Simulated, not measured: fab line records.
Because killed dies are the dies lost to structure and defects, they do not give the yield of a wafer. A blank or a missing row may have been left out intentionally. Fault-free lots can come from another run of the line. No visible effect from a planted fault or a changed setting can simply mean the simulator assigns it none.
fab line records :: flow ritCmos
record:
  lots: 14
  wafers: 42
  lastDay: 7
route steps=202 shown PLDD@122 M1@202
lots that met no fault: taken from a fault-free run of the same line
startH: the number of hours between the record's first day and the start of the first shown wafer of the lot :: waitH: how many hours have passed since the lot's step before this one :: " as in the row above :: L1.1+2: several wafers, shown together as one row :: - no value, or no start given :: * or withheld: withheld :: < > ~ a bound
route shown NAME@n: names a module that has steps shown in the file, with the first one's number in the route :: usual: mean and standard deviation over wafers with no fault :: same: alike in all rows :: chamber/n: place in a boat :: sites: readings site by site :: _std_site: standard deviation across them :: _edge_site: the outer-site mean with the inner-site mean subtracted :: radiusMm: how far each site lies from the wafer's centre :: mask NAME#n: copy n :: behind: the last tool/chamber to shape the wafer :: hold: cause of the lot's hold/its duration in hours/its outcome :: device: the transistor (n, p or np) that didn't switch :: end of line: the tests these same wafers got at the end of their route :: a step without rows: its recipe alone :: killed: the dies lost at the first sort to structure and to defects; this is not the yield of the wafer :: map: per-die view of a wafer (x killed, . not killed, _ where there is no die)
set.NAME: the setting the step ran with; set.NAME@STEP: the setting that earlier step ran with :: model.NAME: the simulator's own value behind a step, which no gauge read
route steps across a sampled set of lots; one table per step, one row per wafer
services: a tool's chamber out of use, with start hour (startH, from the record's first day; less than 0 if before it), hours out, and reason
== steps ==
step: RIT_PLDD_IMPLANT_08
recipe:
  species: BF2
  energyKev: 20
  doseCm2: 9e+14
  tiltDeg: 7
usual:
  beamEnergyKeV: 19.999/0.005
same:
  implantIonAmu: 49
lot.wafer: L722.1
tool: implanter-04
chamber: 0
startH: 46.12
waitH: 0.1
beamEnergyKeV: 20.000

lot.wafer: L722.4
tool: implanter-04
chamber: 0
startH: 46.12
waitH: 0.1
beamEnergyKeV: 19.993

lot.wafer: L722.5
tool: implanter-04
chamber: 0
startH: 46.12
waitH: 0.1
beamEnergyKeV: 20.001

lot.wafer: L723.2
tool: implanter-02
chamber: 0
startH: 54.19
waitH: 0.1
beamEnergyKeV: 19.999

lot.wafer: L723.4
tool: implanter-02
chamber: 0
startH: 54.19
waitH: 0.1
beamEnergyKeV: 20.003

lot.wafer: L723.6
tool: implanter-02
chamber: 0
startH: 54.19
waitH: 0.1
beamEnergyKeV: 19.996

lot.wafer: L724.2
tool: implanter-02
chamber: 0
startH: 59.51
waitH: 0.1
beamEnergyKeV: 19.992

lot.wafer: L724.3
tool: implanter-02
chamber: 0
startH: 59.51
waitH: 0.1
beamEnergyKeV: 19.992

lot.wafer: L724.5
tool: implanter-02
chamber: 0
startH: 59.51
waitH: 0.1
beamEnergyKeV: 20.001

lot.wafer: L725.1
tool: implanter-04
chamber: 0
startH: 66.23
waitH: 0.1
beamEnergyKeV: 20.002

lot.wafer: L725.3
tool: implanter-04
chamber: 0
startH: 66.23
waitH: 0.1
beamEnergyKeV: 20.002

lot.wafer: L725.4
tool: implanter-04
chamber: 0
startH: 66.23
waitH: 0.1
beamEnergyKeV: 20.001

lot.wafer: L727.1
tool: implanter-04
chamber: 0
startH: 75.63
waitH: 0.1
beamEnergyKeV: 19.998

lot.wafer: L727.2
tool: implanter-04
chamber: 0
startH: 75.63
waitH: 0.1
beamEnergyKeV: 19.999

lot.wafer: L727.3
tool: implanter-04
chamber: 0
startH: 75.63
waitH: 0.1
beamEnergyKeV: 19.997

lot.wafer: L728.2
tool: implanter-04
chamber: 0
startH: 78.85
waitH: 0.1
beamEnergyKeV: 21.942

lot.wafer: L728.4
tool: implanter-04
chamber: 0
startH: 78.85
waitH: 0.1
beamEnergyKeV: 21.934

lot.wafer: L728.5
tool: implanter-04
chamber: 0
startH: 78.85
waitH: 0.1
beamEnergyKeV: 21.943

lot.wafer: L730.1
tool: implanter-03
chamber: 0
startH: 92.21
waitH: 0.1
beamEnergyKeV: 19.999

lot.wafer: L730.3
tool: implanter-03
chamber: 0
startH: 92.21
waitH: 0.1
beamEnergyKeV: 19.994

lot.wafer: L730.5
tool: implanter-03
chamber: 0
startH: 92.21
waitH: 0.1
beamEnergyKeV: 19.985

lot.wafer: L734.1
tool: implanter-04
chamber: 0
startH: 107.42
waitH: 0.1
beamEnergyKeV: 21.940

lot.wafer: L734.4
tool: implanter-04
chamber: 0
startH: 107.42
waitH: 0.1
beamEnergyKeV: 21.935

lot.wafer: L734.5
tool: implanter-04
chamber: 0
startH: 107.42
waitH: 0.1
beamEnergyKeV: 21.936

lot.wafer: L736.2
tool: implanter-02
chamber: 0
startH: 120.06
waitH: 0.1
beamEnergyKeV: 20.004

lot.wafer: L736.3
tool: implanter-02
chamber: 0
startH: 120.06
waitH: 0.1
beamEnergyKeV: 20.002

lot.wafer: L736.4
tool: implanter-02
chamber: 0
startH: 120.06
waitH: 0.1
beamEnergyKeV: 19.996

lot.wafer: L738.1
tool: implanter-03
chamber: 0
startH: 125.44
waitH: 0.1
beamEnergyKeV: 20.008

lot.wafer: L738.2
tool: implanter-03
chamber: 0
startH: 125.44
waitH: 0.1
beamEnergyKeV: 20.001

lot.wafer: L738.4
tool: implanter-03
chamber: 0
startH: 125.44
waitH: 0.1
beamEnergyKeV: 19.995

lot.wafer: L741.1
tool: implanter-03
chamber: 0
startH: 143.55
waitH: 0.1
beamEnergyKeV: 19.997

lot.wafer: L741.2
tool: implanter-03
chamber: 0
startH: 143.55
waitH: 0.1
beamEnergyKeV: 19.995

lot.wafer: L741.5
tool: implanter-03
chamber: 0
startH: 143.55
waitH: 0.1
beamEnergyKeV: 20.003

lot.wafer: L742.1
tool: implanter-03
chamber: 0
startH: 146.03
waitH: 0.1
beamEnergyKeV: 20.006

lot.wafer: L742.2
tool: implanter-03
chamber: 0
startH: 146.03
waitH: 0.1
beamEnergyKeV: 19.996

lot.wafer: L742.5
tool: implanter-03
chamber: 0
startH: 146.03
waitH: 0.1
beamEnergyKeV: 20.006

lot.wafer: L743.1
tool: implanter-02
chamber: 0
startH: 153.27
waitH: 0.1
beamEnergyKeV: 20.001

lot.wafer: L743.3
tool: implanter-02
chamber: 0
startH: 153.27
waitH: 0.1
beamEnergyKeV: 20.009

lot.wafer: L743.4
tool: implanter-02
chamber: 0
startH: 153.27
waitH: 0.1
beamEnergyKeV: 19.999

lot.wafer: L744.1
tool: implanter-02
chamber: 0
startH: 157.94
waitH: 0.1
beamEnergyKeV: 19.995

lot.wafer: L744.2
tool: implanter-02
chamber: 0
startH: 157.94
waitH: 0.1
beamEnergyKeV: 20.001

lot.wafer: L744.4
tool: implanter-02
chamber: 0
startH: 157.94
waitH: 0.1
beamEnergyKeV: 20.004
step: RIT_PLDD_TW_MEAS_10
usual:
  PLDD_TW: 2340/9.9
lot.wafer: L722.1
tool: filmMetro-03
chamber: -
startH: 46.45
waitH: 0.1
PLDD_TW: 2347

lot.wafer: L722.4
tool: filmMetro-03
chamber: -
startH: 46.45
waitH: 0.1
PLDD_TW: 2348

lot.wafer: L722.5
tool: filmMetro-03
chamber: -
startH: 46.45
waitH: 0.1
PLDD_TW: 2352

lot.wafer: L723.2
tool: filmMetro-04
chamber: -
startH: 54.50
waitH: 0.1
PLDD_TW: 2333

lot.wafer: L723.4
tool: filmMetro-04
chamber: -
startH: 54.50
waitH: 0.1
PLDD_TW: 2346

lot.wafer: L723.6
tool: filmMetro-04
chamber: -
startH: 54.50
waitH: 0.1
PLDD_TW: 2334

lot.wafer: L724.2
tool: filmMetro-04
chamber: -
startH: 59.82
waitH: 0.1
PLDD_TW: 2336

lot.wafer: L724.3
tool: filmMetro-04
chamber: -
startH: 59.82
waitH: 0.1
PLDD_TW: 2349

lot.wafer: L724.5
tool: filmMetro-04
chamber: -
startH: 59.82
waitH: 0.1
PLDD_TW: 2339

lot.wafer: L725.1
tool: filmMetro-04
chamber: -
startH: 66.55
waitH: 0.1
PLDD_TW: 2331

lot.wafer: L725.3
tool: filmMetro-04
chamber: -
startH: 66.55
waitH: 0.1
PLDD_TW: 2347

lot.wafer: L725.4
tool: filmMetro-04
chamber: -
startH: 66.55
waitH: 0.1
PLDD_TW: 2329

lot.wafer: L727.1
tool: filmMetro-02
chamber: -
startH: 75.95
waitH: 0.1
PLDD_TW: 2320

lot.wafer: L727.2
tool: filmMetro-02
chamber: -
startH: 75.95
waitH: 0.1
PLDD_TW: 2332

lot.wafer: L727.3
tool: filmMetro-02
chamber: -
startH: 75.95
waitH: 0.1
PLDD_TW: 2337

lot.wafer: L728.2
tool: filmMetro-03
chamber: -
startH: 79.16
waitH: 0.1
PLDD_TW: 2400

lot.wafer: L728.4
tool: filmMetro-03
chamber: -
startH: 79.16
waitH: 0.1
PLDD_TW: 2396

lot.wafer: L728.5
tool: filmMetro-03
chamber: -
startH: 79.16
waitH: 0.1
PLDD_TW: 2392

lot.wafer: L730.1
tool: filmMetro-03
chamber: -
startH: 92.53
waitH: 0.1
PLDD_TW: 2333

lot.wafer: L730.3
tool: filmMetro-03
chamber: -
startH: 92.53
waitH: 0.1
PLDD_TW: 2328

lot.wafer: L730.5
tool: filmMetro-03
chamber: -
startH: 92.53
waitH: 0.1
PLDD_TW: 2347

lot.wafer: L734.1
tool: filmMetro-02
chamber: -
startH: 107.74
waitH: 0.1
PLDD_TW: 2406

lot.wafer: L734.4
tool: filmMetro-02
chamber: -
startH: 107.74
waitH: 0.1
PLDD_TW: 2400

lot.wafer: L734.5
tool: filmMetro-02
chamber: -
startH: 107.74
waitH: 0.1
PLDD_TW: 2403

lot.wafer: L736.2
tool: filmMetro-04
chamber: -
startH: 120.37
waitH: 0.1
PLDD_TW: 2353

lot.wafer: L736.3
tool: filmMetro-04
chamber: -
startH: 120.37
waitH: 0.1
PLDD_TW: 2348

lot.wafer: L736.4
tool: filmMetro-04
chamber: -
startH: 120.37
waitH: 0.1
PLDD_TW: 2356

lot.wafer: L738.1
tool: filmMetro-02
chamber: -
startH: 125.77
waitH: 0.1
PLDD_TW: 2347

lot.wafer: L738.2
tool: filmMetro-02
chamber: -
startH: 125.77
waitH: 0.1
PLDD_TW: 2349

lot.wafer: L738.4
tool: filmMetro-02
chamber: -
startH: 125.77
waitH: 0.1
PLDD_TW: 2347

lot.wafer: L741.1
tool: filmMetro-02
chamber: -
startH: 143.87
waitH: 0.1
PLDD_TW: 2343

lot.wafer: L741.2
tool: filmMetro-02
chamber: -
startH: 143.87
waitH: 0.1
PLDD_TW: 2330

lot.wafer: L741.5
tool: filmMetro-02
chamber: -
startH: 143.87
waitH: 0.1
PLDD_TW: 2350

lot.wafer: L742.1
tool: filmMetro-02
chamber: -
startH: 146.35
waitH: 0.1
PLDD_TW: 2330

lot.wafer: L742.2
tool: filmMetro-02
chamber: -
startH: 146.35
waitH: 0.1
PLDD_TW: 2321

lot.wafer: L742.5
tool: filmMetro-02
chamber: -
startH: 146.35
waitH: 0.1
PLDD_TW: 2323

lot.wafer: L743.1
tool: filmMetro-03
chamber: -
startH: 153.59
waitH: 0.1
PLDD_TW: 2340

lot.wafer: L743.3
tool: filmMetro-03
chamber: -
startH: 153.59
waitH: 0.1
PLDD_TW: 2348

lot.wafer: L743.4
tool: filmMetro-03
chamber: -
startH: 153.59
waitH: 0.1
PLDD_TW: 2330

lot.wafer: L744.1
tool: filmMetro-04
chamber: -
startH: 158.26
waitH: 0.1
PLDD_TW: 2343

lot.wafer: L744.2
tool: filmMetro-04
chamber: -
startH: 158.26
waitH: 0.1
PLDD_TW: 2339

lot.wafer: L744.4
tool: filmMetro-04
chamber: -
startH: 158.26
waitH: 0.1
PLDD_TW: 2336
step: RIT_SDANNEAL_RS_MEAS_06
recipe:
  thkMeasGauge: four-point-probe
usual:
  PLDD_RS: 178.4/0.47
lot.wafer: L722.1
tool: filmMetro-04
chamber: -
startH: 52.64
waitH: 0.1
PLDD_RS[ohm/sq]: 178.0

lot.wafer: L722.4
tool: filmMetro-04
chamber: -
startH: 52.64
waitH: 0.1
PLDD_RS[ohm/sq]: 178.3

lot.wafer: L722.5
tool: filmMetro-04
chamber: -
startH: 52.64
waitH: 0.1
PLDD_RS[ohm/sq]: 178.3

lot.wafer: L723.2
tool: filmMetro-04
chamber: -
startH: 60.91
waitH: 0.1
PLDD_RS[ohm/sq]: 178.2

lot.wafer: L723.4
tool: filmMetro-04
chamber: -
startH: 60.91
waitH: 0.1
PLDD_RS[ohm/sq]: 177.7

lot.wafer: L723.6
tool: filmMetro-04
chamber: -
startH: 60.91
waitH: 0.1
PLDD_RS[ohm/sq]: 178.3

lot.wafer: L724.2
tool: filmMetro-02
chamber: -
startH: 66.20
waitH: 0.1
PLDD_RS[ohm/sq]: 177.8

lot.wafer: L724.3
tool: filmMetro-02
chamber: -
startH: 66.20
waitH: 0.1
PLDD_RS[ohm/sq]: 178.4

lot.wafer: L724.5
tool: filmMetro-02
chamber: -
startH: 66.20
waitH: 0.1
PLDD_RS[ohm/sq]: 178.2

lot.wafer: L725.1
tool: filmMetro-04
chamber: -
startH: 72.80
waitH: 0.1
PLDD_RS[ohm/sq]: 178.5

lot.wafer: L725.3
tool: filmMetro-04
chamber: -
startH: 72.80
waitH: 0.1
PLDD_RS[ohm/sq]: 178.3

lot.wafer: L725.4
tool: filmMetro-04
chamber: -
startH: 72.80
waitH: 0.1
PLDD_RS[ohm/sq]: 178.1

lot.wafer: L727.1
tool: filmMetro-04
chamber: -
startH: 82.15
waitH: 0.1
PLDD_RS[ohm/sq]: 178.0

lot.wafer: L727.2
tool: filmMetro-04
chamber: -
startH: 82.15
waitH: 0.1
PLDD_RS[ohm/sq]: 177.9

lot.wafer: L727.3
tool: filmMetro-04
chamber: -
startH: 82.15
waitH: 0.1
PLDD_RS[ohm/sq]: 178.1

lot.wafer: L728.2
tool: filmMetro-02
chamber: -
startH: 85.58
waitH: 0.1
PLDD_RS[ohm/sq]: 172.8

lot.wafer: L728.4
tool: filmMetro-02
chamber: -
startH: 85.58
waitH: 0.1
PLDD_RS[ohm/sq]: 172.4

lot.wafer: L728.5
tool: filmMetro-02
chamber: -
startH: 85.58
waitH: 0.1
PLDD_RS[ohm/sq]: 172.6

lot.wafer: L730.1
tool: filmMetro-04
chamber: -
startH: 98.88
waitH: 0.1
PLDD_RS[ohm/sq]: 178.5

lot.wafer: L730.3
tool: filmMetro-04
chamber: -
startH: 98.88
waitH: 0.1
PLDD_RS[ohm/sq]: 178.5

lot.wafer: L730.5
tool: filmMetro-04
chamber: -
startH: 98.88
waitH: 0.1
PLDD_RS[ohm/sq]: 178.5

lot.wafer: L734.1
tool: filmMetro-04
chamber: -
startH: 114.07
waitH: 0.1
PLDD_RS[ohm/sq]: 173.7

lot.wafer: L734.4
tool: filmMetro-04
chamber: -
startH: 114.07
waitH: 0.1
PLDD_RS[ohm/sq]: 173.2

lot.wafer: L734.5
tool: filmMetro-04
chamber: -
startH: 114.07
waitH: 0.1
PLDD_RS[ohm/sq]: 172.6

lot.wafer: L736.2
tool: filmMetro-04
chamber: -
startH: 126.67
waitH: 0.1
PLDD_RS[ohm/sq]: 178.8

lot.wafer: L736.3
tool: filmMetro-04
chamber: -
startH: 126.67
waitH: 0.1
PLDD_RS[ohm/sq]: 178.3

lot.wafer: L736.4
tool: filmMetro-04
chamber: -
startH: 126.67
waitH: 0.1
PLDD_RS[ohm/sq]: 178.5

lot.wafer: L738.1
tool: filmMetro-03
chamber: -
startH: 132.25
waitH: 0.1
PLDD_RS[ohm/sq]: 179.2

lot.wafer: L738.2
tool: filmMetro-03
chamber: -
startH: 132.25
waitH: 0.1
PLDD_RS[ohm/sq]: 179.4

lot.wafer: L738.4
tool: filmMetro-03
chamber: -
startH: 132.25
waitH: 0.1
PLDD_RS[ohm/sq]: 179.4

lot.wafer: L741.1
tool: filmMetro-03
chamber: -
startH: 150.23
waitH: 0.1
PLDD_RS[ohm/sq]: 178.9

lot.wafer: L741.2
tool: filmMetro-03
chamber: -
startH: 150.23
waitH: 0.1
PLDD_RS[ohm/sq]: 179.1

lot.wafer: L741.5
tool: filmMetro-03
chamber: -
startH: 150.23
waitH: 0.1
PLDD_RS[ohm/sq]: 179.1

lot.wafer: L742.1
tool: filmMetro-02
chamber: -
startH: 152.69
waitH: 0.1
PLDD_RS[ohm/sq]: 177.8

lot.wafer: L742.2
tool: filmMetro-02
chamber: -
startH: 152.69
waitH: 0.1
PLDD_RS[ohm/sq]: 178.3

lot.wafer: L742.5
tool: filmMetro-02
chamber: -
startH: 152.69
waitH: 0.1
PLDD_RS[ohm/sq]: 177.6

lot.wafer: L743.1
tool: filmMetro-04
chamber: -
startH: 159.84
waitH: 0.1
PLDD_RS[ohm/sq]: 178.6

lot.wafer: L743.3
tool: filmMetro-04
chamber: -
startH: 159.84
waitH: 0.1
PLDD_RS[ohm/sq]: 178.6

lot.wafer: L743.4
tool: filmMetro-04
chamber: -
startH: 159.84
waitH: 0.1
PLDD_RS[ohm/sq]: 178.9

lot.wafer: L744.1
tool: filmMetro-02
chamber: -
startH: 164.34
waitH: 0.1
PLDD_RS[ohm/sq]: 178.9

lot.wafer: L744.2
tool: filmMetro-02
chamber: -
startH: 164.34
waitH: 0.1
PLDD_RS[ohm/sq]: 178.4

lot.wafer: L744.4
tool: filmMetro-02
chamber: -
startH: 164.34
waitH: 0.1
PLDD_RS[ohm/sq]: 179.1
step: RIT_M1_PROBE_99
usual:
  killedAtContacts: 0.1/0.3
  killedAtFrontEnd: 6.7/2.6
  killedDies: 6.8/2.6
  killedOnRim: 1.9/1.3
  killedOpen: 3.3/1.7
  killedShort: 3.4/2
same:
  grossDies: 264
  killed_at_M0_to_M3: 0
  killed_at_M4_up: 0
  killedAtBackSide: 0
  killedAtOther: 0
lot.wafer: L722.1
tool: prober-01
chamber: -
startH: 59.90
waitH: 0.1
killedAtContacts: 0
killedAtFrontEnd: 11
killedDies: 11
killedOnRim: 1
killedOpen: 5
killedShort: 6

lot.wafer: L722.4
tool: prober-01
chamber: -
startH: 60.05
waitH: 0.2
killedAtContacts: 1
killedAtFrontEnd: 5
killedDies: 6
killedOnRim: 2
killedOpen: 2
killedShort: 2

lot.wafer: L722.5
tool: prober-01
chamber: -
startH: 60.10
waitH: 0.2
killedAtContacts: 1
killedAtFrontEnd: 8
killedDies: 9
killedOnRim: 1
killedOpen: 5
killedShort: 3
killed by level:class
L722.1 SPACER:geometricParticle:short=3 FOX1:geometricParticle:open=2 GATE:geometricParticle:short=2 FOX2:geometricParticle:open=1 GATE:geometricParticle:open=1 REOX:geometricParticle:open=1 SILICIDE:geometricParticle:short=1
L722.4 GATE:geometricParticle:open=2 FOX1:geometricParticle:short=1 SPACER:geometricParticle:short=1 NWELL:coatMicrobubblePrinted=1 CONTACT:coatMicrobubblePrinted=1
L722.5 REOX:geometricParticle:open=2 FOX1:geometricParticle:short=1 FOX1:geometricParticle:open=1 GATE:geometricParticle:open=1 GATE:geometricParticle:short=1 SPACER:geometricParticle:open=1 SPACER:geometricParticle:short=1 CONTACT:coatMicrobubblePrinted=1
== services ==
tool: implanter-03
chamber: -
startH: 46.71
hours: 5.2
kind: repair

tool: implanter-02
chamber: -
startH: 66.62
hours: 12.5
kind: repair

tool: implanter-04
chamber: -
startH: 90.52
hours: 2.5
kind: repair

tool: implanter-04
chamber: -
startH: 102.93
hours: 3.4
kind: repair

tool: implanter-02
chamber: -
startH: 123.74
hours: 29.2
kind: repair
== key ==
firstSign:
  step: RIT_PLDD_IMPLANT_08
  reading: beamEnergyKeV
  direction: up
  sigmas: 99+
  usual: 19.999
  struck: 21.938
effect:
  step: RIT_PLDD_TW_MEAS_10
  reading: PLDD_TW
  direction: up
  sigmas: 6
  usual: 2340
  struck: 2399
effect:
  step: RIT_SDANNEAL_RS_MEAS_06
  reading: PLDD_RS
  direction: down
  sigmas: 12
  usual: 178.4
  struck: 172.9
metAt RIT_PLDD_IMPLANT_08
struckLots L728,L734
testerLeftOut L728,L734
onsetBetween 75.63 78.85
fault:
  kind: processParameterDrift
  tool: implanter-04
  chamber: -
  onsetH: 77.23
  steps: RIT_PLDD_IMPLANT_08
  channel: energyKev
  offset: 1.9446
  shape: step
  endH: 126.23
  actsIn: theseRecipesOnly
  stated: 20
testerLeftOut: of these lots the tester's yield and bins aren't shown, on N5 and GAA mostly nor the transistor test; their killed dies are dies lost to structure and defects alone, not to doping, threshold or leakage, so they don't give the yield
